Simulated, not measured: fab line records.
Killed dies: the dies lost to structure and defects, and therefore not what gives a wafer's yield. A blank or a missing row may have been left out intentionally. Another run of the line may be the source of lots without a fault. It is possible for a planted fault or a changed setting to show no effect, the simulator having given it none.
fab line records ; flow berkeley_cmos170 ; part 2 of 2: steps 26 to 35 of 35
record lots=5; wafers=15; last_day=11
route steps=331 shown NSD@189 BACKSIDE@199 SDANNEAL@204 PSD@206 PLDD@208 NLDD@209 SILICIDE@210 CONTACT@216
lots that met no fault: from a run of the same line without faults
start_h: start of the lot's first displayed wafer, in hours after the record's first day ; wait_h: hours from the lot's prior step to this one ; " unchanged from the row above ; L1.1+2: several wafers, shown together as one row ; - no value present, or no start provided ; * or withheld: withheld ; < > ~ a bound
route shown NAME@n: NAME is a module with steps in the file, n the number in the route of the first one ; usual: mean and standard deviation over wafers with no fault ; same: alike in all rows ; chamber/n: place in a boat ; sites: the reading at each site ; _std_site: standard deviation across them ; _edge_site: outer sites' mean less inner sites' ; radius_mm: for every site, how far away it sits from the centre of the wafer ; mask NAME#n: copy n ; behind: tool/chamber where the wafer was last shaped ; hold: why the lot went on hold/how many hours it stayed there/how the hold came to an end ; device: which transistor (n, p or np) failed to switch ; end of line: tests run on the same wafers once the route is complete ; a step with no rows: only its recipe ; killed: dies lost to structure and defects at the first sort, not the wafer's yield ; map: shows each die of a wafer: x if killed, . if not, _ if none is there
set.NAME: the setting as run; set.NAME@STEP: as run at that earlier step ; model.NAME: the simulator's own value behind a step, which no gauge read
lots at selected steps of the route; one table per step, one row per wafer
services: from which hour (start_h, from the record's first day; less than 0 if before it) a tool's chamber was out of use, for how many hours, and why
## steps
# step UCB170_SILICIDE_RTA_04
# recipe temp_c=650; time_s=15; ambient=N2
# usual lamp_power_pct=9.9/0.81; wafer_temp_C_max=652.8/0.53
lot.wafer;tool;chamber;start_h;wait_h;lamp_power_pct;wafer_temp_C_max
L076.2;rtp_anneal-01;0;146.56;0.1;9.1;652.7
L076.3;rtp_anneal-01;0;146.56;0.1;9.1;653.6
L076.4;rtp_anneal-01;0;146.56;0.1;9.0;653.3
L079.1;rtp_anneal-02;0;159.16;0.1;10.7;653.3
L079.5;rtp_anneal-02;0;159.16;0.1;10.7;653.0
L079.6;rtp_anneal-02;0;159.16;0.1;10.7;653.6
L084.2;rtp_anneal-01;0;191.94;0.1;9.0;652.6
L084.3;rtp_anneal-01;0;191.94;0.1;9.1;652.8
L084.4;rtp_anneal-01;0;191.94;0.1;9.0;651.9
L087.1;rtp_anneal-01;0;204.01;0.1;9.0;652.7
L087.2;rtp_anneal-01;0;204.01;0.1;9.0;651.8
L087.3;rtp_anneal-01;0;204.01;0.1;9.0;652.2
L093.2;rtp_anneal-02;0;233.13;0.1;10.7;653.4
L093.3;rtp_anneal-02;0;233.13;0.1;10.7;653.0
L093.4;rtp_anneal-02;0;233.13;0.1;10.7;653.3
# step UCB170_SILICIDE_WET_ETCH_05
# recipe chemistry=SPM; time_s=45; temp_c=120; target=Ti
lot.wafer;tool;chamber;start_h;wait_h
L076.2+3+4;wet_bench-03;0;146.63;0.1
L079.1+5+6;wet_bench-04;1;159.30;0.1
L084.2+3+4;wet_bench-03;3;192.01;0.1
L087.1+2+3;wet_bench-01;2;204.09;0.1
L093.2+3+4;wet_bench-04;0;233.19;0.1
# step UCB170_CONTACT_CLEAN_00
# recipe chemistry=SPM; temp_c=120; time_s=600
lot.wafer;tool;chamber;start_h;wait_h
L076.2+3+4;wet_bench-03;1;146.65;0.0
L079.1+5+6;wet_bench-04;1;159.32;0.0
L084.2+3+4;wet_bench-03;2;192.03;0.0
L087.1+2+3;wet_bench-04;1;204.11;0.0
L093.2+3+4;wet_bench-03;0;233.31;0.1
# step UCB170_CONTACT_CVD_01
# recipe material=PSG; target_thk_nm=700; temp_c=450; precursor=SiH4/O2/PH3; time_s=2820; pressure_mtorr=300; sih4_flow_sccm=60; o2_flow_sccm=90; ph3_flow_sccm=25
lot.wafer;tool;chamber;start_h;wait_h
L076.2+3+4;lpcvd-01;0;147.27;0.5
L079.1+5+6;lpcvd-01;0;159.49;0.0
L084.2+3+4;lpcvd-02;1;192.33;0.1
L087.1+2+3;lpcvd-02;0;204.28;0.0
L093.2+3+4;lpcvd-02;1;235.10;1.6
# step UCB170_CONTACT_THK_MEAS_02
# recipe reads=PSG_of_CONTACT_CVD_01
# usual CONTACT_PSG_THK=700/7.2
lot.wafer;tool;chamber;start_h;wait_h;CONTACT_PSG_THK[nm]
L076.2;film_metro-03;-;149.07;0.0;696
L076.3;film_metro-03;-;149.07;0.0;707
L076.4;film_metro-03;-;149.07;0.0;696
L079.1;film_metro-01;-;161.28;0.0;700
L079.5;film_metro-01;-;161.28;0.0;700
L079.6;film_metro-01;-;161.28;0.0;705
L084.2;film_metro-03;-;194.12;0.0;705
L084.3;film_metro-03;-;194.12;0.0;703
L084.4;film_metro-03;-;194.12;0.0;697
L087.1;film_metro-01;-;206.07;0.0;703
L087.2;film_metro-01;-;206.07;0.0;701
L087.3;film_metro-01;-;206.07;0.0;702
L093.2;film_metro-03;-;236.89;0.0;706
L093.3;film_metro-03;-;236.89;0.0;706
L093.4;film_metro-03;-;236.89;0.0;705
# step UCB170_CONTACT_HMDS_03
# recipe prime_time_s=60; prime_temp_c=100
# usual chill_plate_temp_C=22.98/0.1; exhaust_pa=45.0/0.91
lot.wafer;tool;chamber;start_h;wait_h;chill_plate_temp_C;exhaust_pa
L076.2;litho_track-04;0;149.14;0.1;22.88;44.3
L076.3;litho_track-04;0;149.14;0.1;23.07;44.5
L076.4;litho_track-04;0;149.14;0.1;22.98;44.7
L079.1;litho_track-03;0;161.34;0.1;23.06;44.7
L079.5;litho_track-03;0;161.34;0.1;22.94;44.7
L079.6;litho_track-03;0;161.34;0.1;23.01;43.2
L084.2;litho_track-03;0;194.20;0.1;23.07;43.9
L084.3;litho_track-03;0;194.20;0.1;23.03;45.0
L084.4;litho_track-03;0;194.20;0.1;22.85;44.7
L087.1;litho_track-04;0;206.26;0.2;23.16;45.1
L087.2;litho_track-04;0;206.26;0.2;22.99;45.4
L087.3;litho_track-04;0;206.26;0.2;23.18;45.7
L093.2;litho_track-04;0;236.96;0.1;23.19;45.6
L093.3;litho_track-04;0;236.96;0.1;23.14;46.4
L093.4;litho_track-04;0;236.96;0.1;23.03;46.2
# step UCB170_CONTACT_COAT_04
# recipe resist=KrF; spin_rpm=1500; resist_thk_nm=900
# usual chill_plate_temp_C=23.01/0.099; dispense_pressure_kPa=51.6/2; exhaust_pa=45.0/0.88
lot.wafer;tool;chamber;start_h;wait_h;chill_plate_temp_C;dispense_pressure_kPa;exhaust_pa
L076.2;litho_track-04;0;149.29;0.1;22.99;54.1;44.9
L076.3;litho_track-04;0;149.29;0.1;23.02;54.1;44.5
L076.4;litho_track-04;0;149.29;0.1;23.01;54.1;44.9
L079.1;litho_track-03;0;161.49;0.1;23.00;49.4;46.0
L079.5;litho_track-03;0;161.49;0.1;23.00;49.4;44.1
L079.6;litho_track-03;0;161.49;0.1;22.96;49.4;44.9
L084.2;litho_track-03;0;194.35;0.1;22.93;49.4;46.1
L084.3;litho_track-03;0;194.35;0.1;22.93;49.4;44.7
L084.4;litho_track-03;0;194.35;0.1;22.97;49.4;45.4
L087.1;litho_track-04;0;206.41;0.1;23.05;54.0;45.0
L087.2;litho_track-04;0;206.41;0.1;22.97;54.1;45.6
L087.3;litho_track-04;0;206.41;0.1;23.16;54.0;44.7
L093.2;litho_track-04;0;237.11;0.1;22.73;54.0;45.2
L093.3;litho_track-04;0;237.11;0.1;22.78;54.1;45.3
L093.4;litho_track-04;0;237.11;0.1;22.89;54.1;44.3
# step UCB170_CONTACT_SOFTBAKE_05
# recipe resist=KrF; temp_c=130; time_s=60
# usual chill_plate_temp_C=23.01/0.1; exhaust_pa=44.9/0.74
lot.wafer;tool;chamber;start_h;wait_h;chill_plate_temp_C;exhaust_pa
L076.2;litho_track-04;0;149.44;0.1;22.95;45.2
L076.3;litho_track-04;0;149.44;0.1;22.90;44.4
L076.4;litho_track-04;0;149.44;0.1;22.92;45.1
L079.1;litho_track-03;0;161.64;0.1;23.15;44.4
L079.5;litho_track-03;0;161.64;0.1;23.12;45.4
L079.6;litho_track-03;0;161.64;0.1;23.15;44.1
L084.2;litho_track-03;0;194.50;0.1;23.16;45.1
L084.3;litho_track-03;0;194.50;0.1;23.01;45.2
L084.4;litho_track-03;0;194.50;0.1;23.00;45.1
L087.1;litho_track-04;0;206.56;0.1;23.19;44.9
L087.2;litho_track-04;0;206.56;0.1;23.05;45.4
L087.3;litho_track-04;0;206.56;0.1;22.88;44.8
L093.2;litho_track-04;0;237.26;0.1;23.01;44.5
L093.3;litho_track-04;0;237.26;0.1;22.98;44.2
L093.4;litho_track-04;0;237.26;0.1;23.02;44.4
# step UCB170_CONTACT_STRIP_06
# recipe chemistry=O2; power_w=400; pressure_mtorr=3500; platen_temp_c=withheld; o2_flow_sccm=400; overash_fraction=0.5
# usual drypump_motor_current_A=5.81/0.23; oes_product_au=0.735/0.0045; strip_time_to_endpoint_s=22.00/0.072
lot.wafer;tool;chamber;start_h;wait_h;drypump_motor_current_A;oes_product_au;rf_hours_counter_h;strip_time_to_endpoint_s
L076.2;plasma_asher-02;0;149.57;0.1;5.38;0.730;4;21.89
L076.3;plasma_asher-02;1;149.57;0.1;5.86;0.732;-;21.94
L076.4;plasma_asher-02;0;149.57;0.1;5.38;0.737;-;21.85
L079.1;plasma_asher-04;0;161.79;0.1;5.89;0.740;38;22.06
L079.5;plasma_asher-04;1;161.79;0.1;6.09;0.737;-;22.06
L079.6;plasma_asher-04;0;161.79;0.1;5.87;0.740;-;22.05
L084.2;plasma_asher-03;1;194.62;0.1;5.66;0.740;47;21.94
L084.3;plasma_asher-03;0;194.62;0.1;5.93;0.734;-;21.94
L084.4;plasma_asher-03;1;194.62;0.1;5.66;0.732;-;22.05
L087.1;plasma_asher-04;1;206.71;0.1;6.04;0.732;41;21.95
L087.2;plasma_asher-04;0;206.71;0.1;5.88;0.740;41;21.94
L087.3;plasma_asher-04;0;206.71;0.1;5.88;0.733;-;21.95
L093.2;plasma_asher-04;1;237.39;0.1;6.09;0.733;45;22.11
L093.3;plasma_asher-04;1;237.39;0.1;6.09;0.742;-;22.13
L093.4;plasma_asher-04;0;237.39;0.1;5.88;0.731;-;22.06
# step UCB170_CONTACT_CLEAN_07
# recipe chemistry=SPM; temp_c=120; time_s=600
lot.wafer;tool;chamber;start_h;wait_h
L076.2+3+4;wet_bench-03;3;149.75;0.2
L079.1+5+6;wet_bench-03;1;161.89;0.1
L084.2+3+4;wet_bench-04;3;196.13;1.5
L087.1+2+3;wet_bench-03;1;206.81;0.1
L093.2+3+4;wet_bench-03;1;237.49;0.1
## services
tool;chamber;start_h;hours;kind
krf_scanner-02;-;122.56;1.0;pm
krf_scanner-02;-;125.94;1.3;pm
lpcvd-02;-;128.08;14.6;pm
krf_scanner-02;-;131.76;2.8;repair
krf_scanner-02;-;134.54;4.4;pm
krf_scanner-01;-;141.94;8.2;repair
rtp_anneal-02;-;144.34;6.0;pm
plasma_asher-02;-;146.21;1.0;repair
krf_scanner-01;-;150.14;1.3;pm
krf_scanner-01;-;152.01;4.4;pm
plasma_asher-03;-;152.96;14.6;pm
pvd_sputter-02;-;153.82;3.0;repair
krf_scanner-02;-;159.95;0.8;pm
plasma_asher-01;-;165.95;0.4;repair
pvd_sputter-03;-;166.33;1.6;repair
plasma_asher-04;-;166.36;14.6;pm
pvd_sputter-03;-;172.79;1.6;repair
implanter-01;-;180.31;6.1;repair
krf_scanner-01;-;191.91;3.6;pm
lpcvd-02;-;196.03;2.8;pm
implanter-02;-;196.59;7.1;repair
plasma_asher-01;-;228.80;5.0;repair
rtp_anneal-01;-;230.79;3.4;pm
pvd_sputter-03;-;233.41;7.9;repair
